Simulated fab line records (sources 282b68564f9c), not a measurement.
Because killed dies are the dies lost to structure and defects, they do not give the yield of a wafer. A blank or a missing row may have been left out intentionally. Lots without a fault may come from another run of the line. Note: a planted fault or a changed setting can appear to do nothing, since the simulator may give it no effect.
Comparing a struck lot with a sound one + flow rit-cmos + 3 out of 202 route steps
Sound: the wafers L930.2, L930.3, L930.4. Struck: wafers L928.1, L928.2, L928.6. The cause is given at the end.
Order at every step that has rows: each side's tool, ch and its chambers, its first start. Under that, the readings that differ: sound wafers + struck wafers + difference of the means + sigmas: that difference in standard deviations of wafers without a fault.
alike: readings whose means differ by less than 2 such deviations, and words and numbers that are the same on both sides. not compared: withheld readings, readings that some wafer has no value for, bounds like >300 that may hide the same value, and numbers for which the record gives no deviation and whose values overlap.
The two part at a step that has a row with sigmas, a row that says differs or no value, or rows on one side only. Numbers that have no deviation but don't overlap get no sigmas and don't part them. A reading that every wafer of one side lacks parts them only if that side has two wafers or more.

RIT_ACTIVE_BOW_MEAS_00:
  sound on film-metro-03 at day 4 13:01; struck on film-metro-03 at day 4 03:00
  alike: INCOMING_BOW
RIT_ACTIVE_OXIDATION_01: target thk 46.8 nm, ox time 3360 s.
  sound on furnace-04 ch 0, day 4 13:07; struck on furnace-01, day 4 03:07
  no value came back on the struck wafers for ox-temp-c (C), ox-temp-c-max, ox-time-s (s), tube_center_temp_C_max; on the sound wafers ox-temp-c (C) reads 999.8 999.4 999.8
then, 1 step without rows for these wafers: RIT_ACTIVE_CVD_03 (deposits Si3N4 from SiH2Cl2/NH3, target thk 150 nm, time 1500 s).

== WHERE THEY PART ==
Only at RIT_ACTIVE_OXIDATION_01, as far as this record shows.

WHY: what had been put in by the simulator
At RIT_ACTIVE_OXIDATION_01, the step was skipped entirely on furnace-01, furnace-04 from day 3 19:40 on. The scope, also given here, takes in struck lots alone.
